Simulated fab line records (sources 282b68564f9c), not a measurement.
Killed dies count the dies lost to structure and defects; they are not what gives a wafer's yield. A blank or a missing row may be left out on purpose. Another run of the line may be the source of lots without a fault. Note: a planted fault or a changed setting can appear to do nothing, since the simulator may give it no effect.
fab line records :: flow rit_cmos
record
  lots=6
  wafers=18
  last_day=8
route steps=202 shown GATE@83 M1@202
lots with no fault: from the same line, run without faults
start_h: start of the lot's first displayed wafer, in hours after the record's first day :: wait_h: hours elapsed since this lot's preceding step :: " the same as in the row above :: L1.1+2: a single row standing in for several wafers :: - value missing, or start not given :: * or withheld: withheld :: < > ~ a bound
route shown NAME@n: a module of which the file shows steps, and the number in the route of the first :: usual: average and standard deviation across the fault-free wafers :: same: alike in all rows :: chamber/n: place in a boat :: sites: each site's reading :: _std_site: the values' standard deviation :: _edge_site: outer sites' mean less inner sites' :: radius_mm: how far each site lies from the wafer's centre :: mask NAME#n: copy n :: behind: the tool/chamber that last shaped the wafer :: hold: cause of the lot's hold/its duration in hours/its outcome :: device: the n, p or np transistor that did not switch :: end of line: at the end of the route, the tests of the same wafers :: a step with no rows: only its recipe :: killed: dies lost to structure and defects at the first sort, not the wafer's yield :: map: shows each die of a wafer: x if killed, . if not, _ if none is there
set.NAME: the setting as run; set.NAME@STEP: as run at that earlier step :: model.NAME: the simulator's own value behind a step, which no gauge read
lots at selected steps of the route; one table per step, one row per wafer
services: when a tool's chamber went out of use (start_h, in hours from the record's first day, below 0 if earlier), for how many hours, and the reason
## steps
# step RIT_GATE_THK_MEAS_07
# recipe
  reads=SiO2_of_GATE_OXIDATION_05
# usual
  GATE_OXIDE_THK=3.04/0.064
lot.wafer: L201.3
tool: film_metro-04
chamber: -
start_h: 35.48
wait_h: 0.0
GATE_OXIDE_THK[nm]: 2.99

lot.wafer: L201.5
tool: film_metro-04
chamber: -
start_h: 35.48
wait_h: 0.0
GATE_OXIDE_THK[nm]: 3.05

lot.wafer: L201.6
tool: film_metro-04
chamber: -
start_h: 35.48
wait_h: 0.0
GATE_OXIDE_THK[nm]: 3.01

lot.wafer: L205.2
tool: film_metro-01
chamber: -
start_h: 57.31
wait_h: 0.0
GATE_OXIDE_THK[nm]: 3.08

lot.wafer: L205.3
tool: film_metro-01
chamber: -
start_h: 57.31
wait_h: 0.0
GATE_OXIDE_THK[nm]: 3.00

lot.wafer: L205.4
tool: film_metro-01
chamber: -
start_h: 57.31
wait_h: 0.0
GATE_OXIDE_THK[nm]: 3.08

lot.wafer: L206.2
tool: film_metro-01
chamber: -
start_h: 63.72
wait_h: 0.0
GATE_OXIDE_THK[nm]: 3.15

lot.wafer: L206.3
tool: film_metro-01
chamber: -
start_h: 63.72
wait_h: 0.0
GATE_OXIDE_THK[nm]: 3.07

lot.wafer: L206.4
tool: film_metro-01
chamber: -
start_h: 63.72
wait_h: 0.0
GATE_OXIDE_THK[nm]: 3.12

lot.wafer: L215.3
tool: film_metro-04
chamber: -
start_h: 109.79
wait_h: 0.0
GATE_OXIDE_THK[nm]: 3.01

lot.wafer: L215.5
tool: film_metro-04
chamber: -
start_h: 109.79
wait_h: 0.0
GATE_OXIDE_THK[nm]: 2.99

lot.wafer: L215.6
tool: film_metro-04
chamber: -
start_h: 109.79
wait_h: 0.0
GATE_OXIDE_THK[nm]: 3.03

lot.wafer: L220.1
tool: film_metro-04
chamber: -
start_h: 155.06
wait_h: 0.0
GATE_OXIDE_THK[nm]: 2.99

lot.wafer: L220.5
tool: film_metro-04
chamber: -
start_h: 155.06
wait_h: 0.0
GATE_OXIDE_THK[nm]: 2.99

lot.wafer: L220.6
tool: film_metro-04
chamber: -
start_h: 155.06
wait_h: 0.0
GATE_OXIDE_THK[nm]: 3.07

lot.wafer: L222.1
tool: film_metro-04
chamber: -
start_h: 158.53
wait_h: 0.0
GATE_OXIDE_THK[nm]: 3.12

lot.wafer: L222.2
tool: film_metro-04
chamber: -
start_h: 158.53
wait_h: 0.0
GATE_OXIDE_THK[nm]: 3.05

lot.wafer: L222.6
tool: film_metro-04
chamber: -
start_h: 158.53
wait_h: 0.0
GATE_OXIDE_THK[nm]: 3.07
# step RIT_GATE_CVD_08
# recipe
  material=poly-Si
  target_thk_nm=250
  temp_c=610
  precursor=SiH4
  time_s=2220
  pressure_mtorr=300
  sih4_flow_sccm=100
# step RIT_GATE_THK_MEAS_09
# recipe
  reads=poly-Si_of_GATE_CVD_08
# usual
  GATE_POLY_THK=250.6/1.9
lot.wafer: L201.3
tool: film_metro-04
chamber: -
start_h: 37.16
wait_h: 0.0
GATE_POLY_THK[nm]: 251.8

lot.wafer: L201.5
tool: film_metro-04
chamber: -
start_h: 37.16
wait_h: 0.0
GATE_POLY_THK[nm]: 253.1

lot.wafer: L201.6
tool: film_metro-04
chamber: -
start_h: 37.16
wait_h: 0.0
GATE_POLY_THK[nm]: 251.4

lot.wafer: L205.2
tool: film_metro-04
chamber: -
start_h: 59.49
wait_h: 0.0
GATE_POLY_THK[nm]: 249.1

lot.wafer: L205.3
tool: film_metro-04
chamber: -
start_h: 59.49
wait_h: 0.0
GATE_POLY_THK[nm]: 248.1

lot.wafer: L205.4
tool: film_metro-04
chamber: -
start_h: 59.49
wait_h: 0.0
GATE_POLY_THK[nm]: 247.8

lot.wafer: L206.2
tool: film_metro-04
chamber: -
start_h: 65.40
wait_h: 0.0
GATE_POLY_THK[nm]: 250.5

lot.wafer: L206.3
tool: film_metro-04
chamber: -
start_h: 65.40
wait_h: 0.0
GATE_POLY_THK[nm]: 251.3

lot.wafer: L206.4
tool: film_metro-04
chamber: -
start_h: 65.40
wait_h: 0.0
GATE_POLY_THK[nm]: 251.3

lot.wafer: L215.3
tool: film_metro-03
chamber: -
start_h: 111.48
wait_h: 0.0
GATE_POLY_THK[nm]: 246.9

lot.wafer: L215.5
tool: film_metro-03
chamber: -
start_h: 111.48
wait_h: 0.0
GATE_POLY_THK[nm]: 247.8

lot.wafer: L215.6
tool: film_metro-03
chamber: -
start_h: 111.48
wait_h: 0.0
GATE_POLY_THK[nm]: 247.1

lot.wafer: L220.1
tool: film_metro-01
chamber: -
start_h: 156.74
wait_h: 0.0
GATE_POLY_THK[nm]: 251.1

lot.wafer: L220.5
tool: film_metro-01
chamber: -
start_h: 156.74
wait_h: 0.0
GATE_POLY_THK[nm]: 250.3

lot.wafer: L220.6
tool: film_metro-01
chamber: -
start_h: 156.74
wait_h: 0.0
GATE_POLY_THK[nm]: 252.7

lot.wafer: L222.1
tool: film_metro-03
chamber: -
start_h: 160.21
wait_h: 0.0
GATE_POLY_THK[nm]: 249.3

lot.wafer: L222.2
tool: film_metro-03
chamber: -
start_h: 160.21
wait_h: 0.0
GATE_POLY_THK[nm]: 249.0

lot.wafer: L222.6
tool: film_metro-03
chamber: -
start_h: 160.21
wait_h: 0.0
GATE_POLY_THK[nm]: 252.2
# step RIT_GATE_HMDS_10
# recipe
  prime_time_s=60
  prime_temp_c=140
# step RIT_GATE_COAT_11
# recipe
  resist=NOVOLAK
  spin_rpm=4250
  resist_thk_nm=850
# step RIT_GATE_SOFTBAKE_12
# recipe
  resist=NOVOLAK
  temp_c=90
  time_s=60
# step RIT_GATE_EXPOSE_13
# recipe
  mask_id=M6
  na=0.6
  source_shape=conventional
  sigma_outer=0.6
  target_cd_nm=150
  dose_mj=380
# step RIT_GATE_PEB_14
# recipe
  resist=NOVOLAK
  temp_c=withheld
  time_s=withheld
# step RIT_GATE_DEVELOP_15
# recipe
  resist=NOVOLAK
  develop_time_s=50
  dev_temp_c=23
# step RIT_GATE_CD_MEAS_16
# recipe
  target_cd_nm=150
# usual
  cd_nm=149.1/2.2
lot.wafer: L201.3
tool: cd_sem-01
chamber: -
start_h: 38.15
wait_h: -
cd_nm: 143.6

lot.wafer: L201.5
tool: cd_sem-01
chamber: -
start_h: 38.15
wait_h: -
cd_nm: 146.0

lot.wafer: L201.6
tool: cd_sem-01
chamber: -
start_h: 38.15
wait_h: -
cd_nm: 145.4

lot.wafer: L205.2
tool: cd_sem-01
chamber: -
start_h: 60.41
wait_h: -
cd_nm: 148.6

lot.wafer: L205.3
tool: cd_sem-01
chamber: -
start_h: 60.41
wait_h: -
cd_nm: 147.2

lot.wafer: L205.4
tool: cd_sem-01
chamber: -
start_h: 60.41
wait_h: -
cd_nm: 148.8

lot.wafer: L206.2
tool: cd_sem-01
chamber: -
start_h: 66.57
wait_h: -
cd_nm: 148.6

lot.wafer: L206.3
tool: cd_sem-01
chamber: -
start_h: 66.57
wait_h: -
cd_nm: 150.5

lot.wafer: L206.4
tool: cd_sem-01
chamber: -
start_h: 66.57
wait_h: -
cd_nm: 149.1

lot.wafer: L215.3
tool: cd_sem-02
chamber: -
start_h: 112.76
wait_h: -
cd_nm: 151.6

lot.wafer: L215.5
tool: cd_sem-02
chamber: -
start_h: 112.76
wait_h: -
cd_nm: 152.3

lot.wafer: L215.6
tool: cd_sem-02
chamber: -
start_h: 112.76
wait_h: -
cd_nm: 151.2

lot.wafer: L220.1
tool: cd_sem-01
chamber: -
start_h: 157.90
wait_h: -
cd_nm: 151.4

lot.wafer: L220.5
tool: cd_sem-01
chamber: -
start_h: 157.90
wait_h: -
cd_nm: 150.7

lot.wafer: L220.6
tool: cd_sem-01
chamber: -
start_h: 157.90
wait_h: -
cd_nm: 151.0

lot.wafer: L222.1
tool: cd_sem-02
chamber: -
start_h: 161.26
wait_h: -
cd_nm: 150.3

lot.wafer: L222.2
tool: cd_sem-02
chamber: -
start_h: 161.26
wait_h: -
cd_nm: 150.6

lot.wafer: L222.6
tool: cd_sem-02
chamber: -
start_h: 161.26
wait_h: -
cd_nm: 150.0
# step RIT_GATE_OVL_MEAS_17
# usual
  GATE_OVL=0.0/1.4
lot.wafer: L201.3
tool: overlay-01
chamber: -
start_h: 38.24
wait_h: 0.1
GATE_OVL[nm]: -0.3

lot.wafer: L201.5
tool: overlay-01
chamber: -
start_h: 38.24
wait_h: 0.1
GATE_OVL[nm]: -0.1

lot.wafer: L201.6
tool: overlay-01
chamber: -
start_h: 38.24
wait_h: 0.1
GATE_OVL[nm]: -1.0

lot.wafer: L205.2
tool: overlay-01
chamber: -
start_h: 60.51
wait_h: 0.1
GATE_OVL[nm]: 1.4

lot.wafer: L205.3
tool: overlay-01
chamber: -
start_h: 60.51
wait_h: 0.1
GATE_OVL[nm]: 0.6

lot.wafer: L205.4
tool: overlay-01
chamber: -
start_h: 60.51
wait_h: 0.1
GATE_OVL[nm]: -0.7

lot.wafer: L206.2
tool: overlay-01
chamber: -
start_h: 66.68
wait_h: 0.1
GATE_OVL[nm]: -1.2

lot.wafer: L206.3
tool: overlay-01
chamber: -
start_h: 66.68
wait_h: 0.1
GATE_OVL[nm]: -1.2

lot.wafer: L206.4
tool: overlay-01
chamber: -
start_h: 66.68
wait_h: 0.1
GATE_OVL[nm]: 0.2

lot.wafer: L215.3
tool: overlay-02
chamber: -
start_h: 112.85
wait_h: 0.1
GATE_OVL[nm]: 0.7

lot.wafer: L215.5
tool: overlay-02
chamber: -
start_h: 112.85
wait_h: 0.1
GATE_OVL[nm]: 0.6

lot.wafer: L215.6
tool: overlay-02
chamber: -
start_h: 112.85
wait_h: 0.1
GATE_OVL[nm]: 0.3

lot.wafer: L220.1
tool: overlay-01
chamber: -
start_h: 158.02
wait_h: 0.1
GATE_OVL[nm]: -0.4

lot.wafer: L220.5
tool: overlay-01
chamber: -
start_h: 158.02
wait_h: 0.1
GATE_OVL[nm]: -0.1

lot.wafer: L220.6
tool: overlay-01
chamber: -
start_h: 158.02
wait_h: 0.1
GATE_OVL[nm]: 0.8

lot.wafer: L222.1
tool: overlay-02
chamber: -
start_h: 161.38
wait_h: 0.1
GATE_OVL[nm]: -0.1

lot.wafer: L222.2
tool: overlay-02
chamber: -
start_h: 161.38
wait_h: 0.1
GATE_OVL[nm]: 2.2

lot.wafer: L222.6
tool: overlay-02
chamber: -
start_h: 161.38
wait_h: 0.1
GATE_OVL[nm]: -0.3
# step RIT_GATE_HARDBAKE_18
# recipe
  resist=NOVOLAK
  temp_c=140
  time_s=60
# step RIT_GATE_ETCH_19
# recipe
  chemistry=SF6/CHF3/O2
  time_s=165
  SF6_flow_sccm=30
  CHF3_flow_sccm=30
  O2_flow_sccm=5
  target=poly-Si
  pressure_mtorr=40
  rf_w=160
  target_depth_a=3125
  over_etch_frac=0.25
  stop_on=SiO2
# usual
  drypump_motor_current_A=5.54/0.28
  oes_product_au=0.849/0.016
  throttle_valve_pct=10.24/0.06
lot.wafer: L201.3
tool: rie_si-01
chamber: 3
start_h: 38.41
wait_h: 0.1
drypump_motor_current_A: 5.29
oes_product_au: 0.867
rf_hours_counter_h: 1
throttle_valve_pct: 10.14
model.GATE.feature_depth_nm: 252
model.etch.depth_nm: 252
model.NOVOLAK_of_GATE_COAT_11.thk_nm: 663.7

lot.wafer: L201.5
tool: rie_si-01
chamber: 1
start_h: 38.41
wait_h: 0.1
drypump_motor_current_A: 5.59
oes_product_au: 0.847
rf_hours_counter_h: -
throttle_valve_pct: 10.31
model.GATE.feature_depth_nm: 253.1
model.etch.depth_nm: 253.1
model.NOVOLAK_of_GATE_COAT_11.thk_nm: 672.9

lot.wafer: L201.6
tool: rie_si-01
chamber: 0
start_h: 38.41
wait_h: 0.1
drypump_motor_current_A: 5.88
oes_product_au: 0.833
rf_hours_counter_h: -
throttle_valve_pct: 10.26
model.GATE.feature_depth_nm: 251.4
model.etch.depth_nm: 251.4
model.NOVOLAK_of_GATE_COAT_11.thk_nm: 667.9

lot.wafer: L205.2
tool: rie_si-01
chamber: 2
start_h: 60.69
wait_h: 0.1
drypump_motor_current_A: 5.76
oes_product_au: 0.854
rf_hours_counter_h: 0
throttle_valve_pct: 10.31
model.GATE.feature_depth_nm: 249.2
model.etch.depth_nm: 249.2
model.NOVOLAK_of_GATE_COAT_11.thk_nm: 674.9

lot.wafer: L205.3
tool: rie_si-01
chamber: 1
start_h: 60.69
wait_h: 0.1
drypump_motor_current_A: 5.58
oes_product_au: 0.833
rf_hours_counter_h: 145
throttle_valve_pct: 10.32
model.GATE.feature_depth_nm: 248.3
model.etch.depth_nm: 248.3
model.NOVOLAK_of_GATE_COAT_11.thk_nm: 674.2

lot.wafer: L205.4
tool: rie_si-01
chamber: 0
start_h: 60.69
wait_h: 0.1
drypump_motor_current_A: 5.89
oes_product_au: 0.828
rf_hours_counter_h: 140
throttle_valve_pct: 10.25
model.GATE.feature_depth_nm: 247.8
model.etch.depth_nm: 247.8
model.NOVOLAK_of_GATE_COAT_11.thk_nm: 668.9

lot.wafer: L206.2
tool: rie_si-02
chamber: 2
start_h: 66.96
wait_h: 0.1
drypump_motor_current_A: 5.12
oes_product_au: 0.858
rf_hours_counter_h: 98
throttle_valve_pct: 10.22
model.GATE.feature_depth_nm: 250.2
model.etch.depth_nm: 250.2
model.NOVOLAK_of_GATE_COAT_11.thk_nm: 666.9

lot.wafer: L206.3
tool: rie_si-02
chamber: 3
start_h: 66.96
wait_h: 0.1
drypump_motor_current_A: 5.45
oes_product_au: 0.833
rf_hours_counter_h: 1
throttle_valve_pct: 10.24
model.GATE.feature_depth_nm: 251.2
model.etch.depth_nm: 251.2
model.NOVOLAK_of_GATE_COAT_11.thk_nm: 666.8

lot.wafer: L206.4
tool: rie_si-02
chamber: 0
start_h: 66.96
wait_h: 0.1
drypump_motor_current_A: 5.34
oes_product_au: 0.837
rf_hours_counter_h: 146
throttle_valve_pct: 10.21
model.GATE.feature_depth_nm: 251.4
model.etch.depth_nm: 251.4
model.NOVOLAK_of_GATE_COAT_11.thk_nm: 667.8

lot.wafer: L215.3
tool: rie_si-01
chamber: 3
start_h: 113.03
wait_h: 0.1
drypump_motor_current_A: 5.30
oes_product_au: 0.856
rf_hours_counter_h: 1
throttle_valve_pct: 10.14
model.GATE.feature_depth_nm: 246.8
model.etch.depth_nm: 246.8
model.NOVOLAK_of_GATE_COAT_11.thk_nm: 668.3

lot.wafer: L215.5
tool: rie_si-01
chamber: 1
start_h: 113.03
wait_h: 0.1
drypump_motor_current_A: 5.56
oes_product_au: 0.828
rf_hours_counter_h: -
throttle_valve_pct: 10.29
model.GATE.feature_depth_nm: 247.8
model.etch.depth_nm: 247.8
model.NOVOLAK_of_GATE_COAT_11.thk_nm: 680

lot.wafer: L215.6
tool: rie_si-01
chamber: 2
start_h: 113.03
wait_h: 0.1
drypump_motor_current_A: 5.75
oes_product_au: 0.843
rf_hours_counter_h: -
throttle_valve_pct: 10.32
model.GATE.feature_depth_nm: 247.1
model.etch.depth_nm: 247.1
model.NOVOLAK_of_GATE_COAT_11.thk_nm: 674.5

lot.wafer: L220.1
tool: rie_si-02
chamber: 0
start_h: 158.21
wait_h: 0.1
drypump_motor_current_A: 5.33
oes_product_au: 0.755
rf_hours_counter_h: 0
throttle_valve_pct: 10.18
model.GATE.feature_depth_nm: 211.2
model.etch.depth_nm: 211.2
model.NOVOLAK_of_GATE_COAT_11.thk_nm: 695.5

lot.wafer: L220.5
tool: rie_si-02
chamber: 3
start_h: 158.21
wait_h: 0.1
drypump_motor_current_A: 5.43
oes_product_au: 0.777
rf_hours_counter_h: -
throttle_valve_pct: 10.25
model.GATE.feature_depth_nm: 227.6
model.etch.depth_nm: 227.6
model.NOVOLAK_of_GATE_COAT_11.thk_nm: 691.2

lot.wafer: L220.6
tool: rie_si-02
chamber: 2
start_h: 158.21
wait_h: 0.1
drypump_motor_current_A: 5.11
oes_product_au: 0.788
rf_hours_counter_h: -
throttle_valve_pct: 10.23
model.GATE.feature_depth_nm: 221.1
model.etch.depth_nm: 221.1
model.NOVOLAK_of_GATE_COAT_11.thk_nm: 691.8

lot.wafer: L222.1
tool: rie_si-02
chamber: 2
start_h: 161.66
wait_h: 0.1
drypump_motor_current_A: 5.11
oes_product_au: 0.788
rf_hours_counter_h: 98
throttle_valve_pct: 10.20
model.GATE.feature_depth_nm: 220.6
model.etch.depth_nm: 220.6
model.NOVOLAK_of_GATE_COAT_11.thk_nm: 693.8

lot.wafer: L222.2
tool: rie_si-02
chamber: 3
start_h: 161.66
wait_h: 0.1
drypump_motor_current_A: 5.43
oes_product_au: 0.786
rf_hours_counter_h: 2
throttle_valve_pct: 10.25
model.GATE.feature_depth_nm: 226.6
model.etch.depth_nm: 226.6
model.NOVOLAK_of_GATE_COAT_11.thk_nm: 693.8

lot.wafer: L222.6
tool: rie_si-02
chamber: 3
start_h: 161.66
wait_h: 0.1
drypump_motor_current_A: 5.42
oes_product_au: 0.774
rf_hours_counter_h: -
throttle_valve_pct: 10.24
model.GATE.feature_depth_nm: 226.7
model.etch.depth_nm: 226.7
model.NOVOLAK_of_GATE_COAT_11.thk_nm: 692.2
# step RIT_GATE_STRIP_20
# recipe
  chemistry=O2
  time_s=180
  resist=NOVOLAK
  platen_temp_c=withheld
  power_w=500
  pressure_mtorr=4000
  o2_flow_sccm=4000
# usual
  drypump_motor_current_A=5.9/0.49
lot.wafer: L201.3
tool: plasma_asher-03
chamber: 1
start_h: 38.58
wait_h: 0.1
drypump_motor_current_A: 6.8
rf_hours_counter_h: -

lot.wafer: L201.5
tool: plasma_asher-03
chamber: 1
start_h: 38.58
wait_h: 0.1
drypump_motor_current_A: 6.8
rf_hours_counter_h: -

lot.wafer: L201.6
tool: plasma_asher-03
chamber: 0
start_h: 38.58
wait_h: 0.1
drypump_motor_current_A: 6.0
rf_hours_counter_h: -

lot.wafer: L205.2
tool: plasma_asher-03
chamber: 1
start_h: 60.80
wait_h: 0.1
drypump_motor_current_A: 6.8
rf_hours_counter_h: 42

lot.wafer: L205.3
tool: plasma_asher-03
chamber: 1
start_h: 60.80
wait_h: 0.1
drypump_motor_current_A: 6.8
rf_hours_counter_h: -

lot.wafer: L205.4
tool: plasma_asher-03
chamber: 0
start_h: 60.80
wait_h: 0.1
drypump_motor_current_A: 6.0
rf_hours_counter_h: -

lot.wafer: L206.2
tool: plasma_asher-03
chamber: 0
start_h: 67.06
wait_h: 0.1
drypump_motor_current_A: 6.0
rf_hours_counter_h: 43

lot.wafer: L206.3
tool: plasma_asher-03
chamber: 0
start_h: 67.06
wait_h: 0.1
drypump_motor_current_A: 6.0
rf_hours_counter_h: -

lot.wafer: L206.4
tool: plasma_asher-03
chamber: 1
start_h: 67.06
wait_h: 0.1
drypump_motor_current_A: 6.8
rf_hours_counter_h: -

lot.wafer: L215.3
tool: plasma_asher-03
chamber: 1
start_h: 113.19
wait_h: 0.1
drypump_motor_current_A: 6.8
rf_hours_counter_h: -

lot.wafer: L215.5
tool: plasma_asher-03
chamber: 0
start_h: 113.19
wait_h: 0.1
drypump_motor_current_A: 6.0
rf_hours_counter_h: -

lot.wafer: L215.6
tool: plasma_asher-03
chamber: 1
start_h: 113.19
wait_h: 0.1
drypump_motor_current_A: 6.8
rf_hours_counter_h: -

lot.wafer: L220.1
tool: plasma_asher-04
chamber: 1
start_h: 158.31
wait_h: 0.1
drypump_motor_current_A: 5.4
rf_hours_counter_h: 51

lot.wafer: L220.5
tool: plasma_asher-04
chamber: 1
start_h: 158.31
wait_h: 0.1
drypump_motor_current_A: 5.4
rf_hours_counter_h: -

lot.wafer: L220.6
tool: plasma_asher-04
chamber: 0
start_h: 158.31
wait_h: 0.1
drypump_motor_current_A: 5.8
rf_hours_counter_h: -

lot.wafer: L222.1
tool: plasma_asher-01
chamber: 1
start_h: 161.77
wait_h: 0.1
drypump_motor_current_A: 5.8
rf_hours_counter_h: 35

lot.wafer: L222.2
tool: plasma_asher-01
chamber: 0
start_h: 161.77
wait_h: 0.1
drypump_motor_current_A: 5.4
rf_hours_counter_h: 35

lot.wafer: L222.6
tool: plasma_asher-01
chamber: 1
start_h: 161.77
wait_h: 0.1
drypump_motor_current_A: 5.9
rf_hours_counter_h: -
# step RIT_M1_PROBE_99
# usual
  killed_at_contacts=0.1/0.3
  killed_at_front_end=7/3.1
  killed_dies=7/3.1
  killed_on_rim=1.9/1.5
  killed_open=3.8/2.3
  killed_short=3.2/1.9
# same
  gross_dies=264
  killed_at_M0_to_M3=0
  killed_at_M4_up=0
  killed_at_back_side=0
  killed_at_other=0
lot.wafer: L215.3
tool: prober-01
chamber: -
start_h: 137.50
wait_h: 0.2
killed_at_contacts: 0
killed_at_front_end: 7
killed_dies: 7
killed_on_rim: 3
killed_open: 4
killed_short: 3

lot.wafer: L215.5
tool: prober-01
chamber: -
start_h: 137.60
wait_h: 0.2
killed_at_contacts: 0
killed_at_front_end: 3
killed_dies: 3
killed_on_rim: 0
killed_open: 2
killed_short: 1

lot.wafer: L215.6
tool: prober-01
chamber: -
start_h: 137.65
wait_h: 0.2
killed_at_contacts: 0
killed_at_front_end: 5
killed_dies: 5
killed_on_rim: 1
killed_open: 3
killed_short: 2

lot.wafer: L220.1
tool: prober-01
chamber: -
start_h: 181.89
wait_h: 0.1
killed_at_contacts: 0
killed_at_front_end: 264
killed_dies: 264
killed_on_rim: 70
killed_open: 4
killed_short: 4

lot.wafer: L220.5
tool: prober-01
chamber: -
start_h: 182.09
wait_h: 0.2
killed_at_contacts: 0
killed_at_front_end: 264
killed_dies: 264
killed_on_rim: 70
killed_open: 0
killed_short: 1

lot.wafer: L220.6
tool: prober-01
chamber: -
start_h: 182.14
wait_h: 0.2
killed_at_contacts: 0
killed_at_front_end: 264
killed_dies: 264
killed_on_rim: 70
killed_open: 3
killed_short: 3

lot.wafer: L222.1
tool: prober-01
chamber: -
start_h: 184.32
wait_h: 0.1
killed_at_contacts: 0
killed_at_front_end: 264
killed_dies: 264
killed_on_rim: 70
killed_open: 1
killed_short: 2

lot.wafer: L222.2
tool: prober-01
chamber: -
start_h: 184.37
wait_h: 0.1
killed_at_contacts: 0
killed_at_front_end: 264
killed_dies: 264
killed_on_rim: 70
killed_open: 4
killed_short: 3

lot.wafer: L222.6
tool: prober-01
chamber: -
start_h: 184.57
wait_h: 0.2
killed_at_contacts: 0
killed_at_front_end: 264
killed_dies: 264
killed_on_rim: 70
killed_open: 4
killed_short: 3
# killed by level:class
L215.3 GATE:geometric_particle:open=3 FOX1:geometric_particle:short=1 FOX2:geometric_particle:short=1 GATE:geometric_particle:short=1 REOX:geometric_particle:open=1
L215.5 FOX1:geometric_particle:open=1 SPACER:geometric_particle:short=1 SILICIDE:geometric_particle:open=1
L215.6 FOX1:geometric_particle:open=1 FOX2:geometric_particle:open=1 GATE:geometric_particle:open=1 REOX:geometric_particle:short=1 SPACER:geometric_particle:short=1
L220.1 GATE:area_etch=256 GATE:geometric_particle:open=4 REOX:geometric_particle:short=3 GATE:geometric_particle:short=1
L220.5 GATE:area_etch=263 GATE:geometric_particle:short=1
L220.6 GATE:area_etch=258 REOX:geometric_particle:open=2 FOX1:geometric_particle:short=1 FOX2:geometric_particle:short=1 GATE:geometric_particle:open=1 REOX:geometric_particle:short=1
L222.1 GATE:area_etch=261 FOX1:geometric_particle:short=1 GATE:geometric_particle:open=1 GATE:geometric_particle:short=1
L222.2 GATE:area_etch=257 FOX2:geometric_particle:open=2 FOX2:geometric_particle:short=1 GATE:geometric_particle:short=1 GATE:geometric_particle:open=1 REOX:geometric_particle:short=1 SILICIDE:geometric_particle:open=1
L222.6 GATE:area_etch=257 GATE:geometric_particle:open=2 SPACER:geometric_particle:short=2 GATE:geometric_particle:short=1 REOX:geometric_particle:open=1 SILICIDE:geometric_particle:open=1
# map L220.1 (x killed, . not)
________xxxxxxx_______
_____xxxxxxxxxxxxx____
____xxxxxxxxxxxxxxx___
___xxxxxxxxxxxxxxxxx__
__xxxxxxxxxxxxxxxxxxx_
__xxxxxxxxxxxxxxxxxxx_
_xxxxxxxxxxxxxxxxxxxxx
_xxxxxxxxxxxxxxxxxxxxx
_xxxxxxxxxxxxxxxxxxxxx
_xxxxxxxxxxxxxxxxxxxxx
__xxxxxxxxxxxxxxxxxxx_
__xxxxxxxxxxxxxxxxxxx_
___xxxxxxxxxxxxxxxxx__
____xxxxxxxxxxxxxxx___
_____xxxxxxxxxxxxx____
________xxxxxxx_______
# map L222.1 (x killed, . not)
________xxxxxxx_______
_____xxxxxxxxxxxxx____
____xxxxxxxxxxxxxxx___
___xxxxxxxxxxxxxxxxx__
__xxxxxxxxxxxxxxxxxxx_
__xxxxxxxxxxxxxxxxxxx_
_xxxxxxxxxxxxxxxxxxxxx
_xxxxxxxxxxxxxxxxxxxxx
_xxxxxxxxxxxxxxxxxxxxx
_xxxxxxxxxxxxxxxxxxxxx
__xxxxxxxxxxxxxxxxxxx_
__xxxxxxxxxxxxxxxxxxx_
___xxxxxxxxxxxxxxxxx__
____xxxxxxxxxxxxxxx___
_____xxxxxxxxxxxxx____
________xxxxxxx_______
## services
tool: rie_si-02
chamber: 1
start_h: 52.96
hours: 6.6
kind: repair

tool: rie_si-02
chamber: 0
start_h: 72.58
hours: 18.3
kind: repair

tool: rie_si-02
chamber: 0
start_h: 129.10
hours: -
kind: clean

tool: rie_si-02
chamber: 0
start_h: 129.10
hours: 16.2
kind: scheduled_down

tool: rie_si-02
chamber: 0
start_h: 129.10
hours: 16.2
kind: vent_cycle

tool: rie_si-01
chamber: 1
start_h: 131.99
hours: -
kind: clean

tool: rie_si-01
chamber: 1
start_h: 131.99
hours: 21.8
kind: scheduled_down

tool: rie_si-01
chamber: 1
start_h: 131.99
hours: 21.8
kind: vent_cycle

tool: rie_si-01
chamber: 0
start_h: 155.65
hours: -
kind: clean

tool: rie_si-01
chamber: 0
start_h: 155.65
hours: 27.1
kind: scheduled_down

tool: rie_si-01
chamber: 0
start_h: 155.65
hours: 27.1
kind: vent_cycle
## key
first_sign
  step=RIT_GATE_ETCH_19
  reading=oes_product_au
  direction=down
  sigmas=4.3
  usual=0.849
  struck=0.778
effect
  step=RIT_M1_PROBE_99
  reading=killed_dies
  direction=up
  sigmas=84
  usual=7
  struck=264
model_effect
  step=RIT_GATE_ETCH_19
  value=GATE.feature_depth_nm
  without=250.8
  struck=222.3
more_kills_born_at
  RIT_GATE_ETCH_19@rie_si-02=1552
met_at RIT_GATE_ETCH_19
struck_wafers L220.1,L220.5,L220.6,L222.1,L222.2,L222.6
later_rows_left_out L220.1,L220.5,L220.6,L222.1,L222.2,L222.6
tester_left_out L220,L222
onset_between 66.96 158.21
fault
  kind=process_parameter_drift
  tool=rie_si-02
  chamber=-
  onset_h=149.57
  steps=RIT_GATE_ETCH_19
  channel=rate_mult
  offset=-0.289
  shape=step
  end_h=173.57
# tester_left_out: of these lots the tester's yield and bins aren't shown, on N5 and GAA mostly nor the transistor test; their killed dies are dies lost to structure and defects alone, not to doping, threshold or leakage, so they don't give the yield
# later_rows_left_out: the simulator's readings of these wafers behind a module that went badly wrong aren't trusted and aren't shown, but for the sort
